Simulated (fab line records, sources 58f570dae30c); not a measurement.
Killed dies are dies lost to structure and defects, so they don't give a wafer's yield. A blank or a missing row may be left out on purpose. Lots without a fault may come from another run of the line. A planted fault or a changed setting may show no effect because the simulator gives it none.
Chamber matching | flow berkeley_cmos170 | UCB170_V1_ETCH_14 on rie_diel-02: 4 sister chambers
The step etches SiO2 in CHF3/CF4/Ar, stops on Al, target depth 1250 nm, time 291 s. 8 wafers are shown with their chamber, then 8 later ones without.

WAFERS WITH THEIR CHAMBER
wafer  | chamber | drypump_motor_current_A (A) | throttle_valve_pct (%)
L078.4 | 2       | 5.7                         | 7.04
L080.2 | 2       | 5.7                         | 7.04
L086.4 | 1       | 5.4                         | 7.00
L086.6 | 3       | 6.0                         | 6.85
L090.2 | 0       | 6.7                         | 7.00
L090.3 | 1       | 5.4                         | 7.00
L090.5 | 0       | 6.8                         | 7.01
L091.1 | 3       | 6.0                         | 6.87

WAFERS WITHOUT THEIR CHAMBER
wafer  | drypump_motor_current_A (A) | throttle_valve_pct (%)
L091.2 | 6.8                         | 7.00
L091.4 | 5.7                         | 7.06
L096.3 | 6.0                         | 6.86
L096.4 | 6.8                         | 7.01
L096.6 | 6.0                         | 6.85
L097.2 | 5.4                         | 7.02
L097.4 | 5.4                         | 6.99
L097.6 | 6.8                         | 7.01

WHICH CHAMBER EACH WENT THROUGH
wafer  | from the rows above | in truth
L091.2 | 0                   | 0
L091.4 | 2                   | 2
L096.3 | 3                   | 3
L096.4 | 0                   | 0
L096.6 | 3                   | 3
L097.2 | 1                   | 1
L097.4 | 1                   | 1
L097.6 | 0                   | 0
Placed correctly: 8 of 8. Can't be placed from these rows: 0. Placed wrongly: 0.
How it was worked out, from the rows above alone: a wafer's distance from a chamber is the root of the sum, over the readings, of the square of ((its reading less the chamber's mean) divided by the reading's scatter). The wafer belongs to the nearest chamber; if the next one is less than 2 further off, it can't be placed. A chamber's mean is the mean of its shown wafers. The scatter: the root of (the sum of the squares of (reading less its chamber's mean) over the shown wafers, divided by (wafers less chambers)).
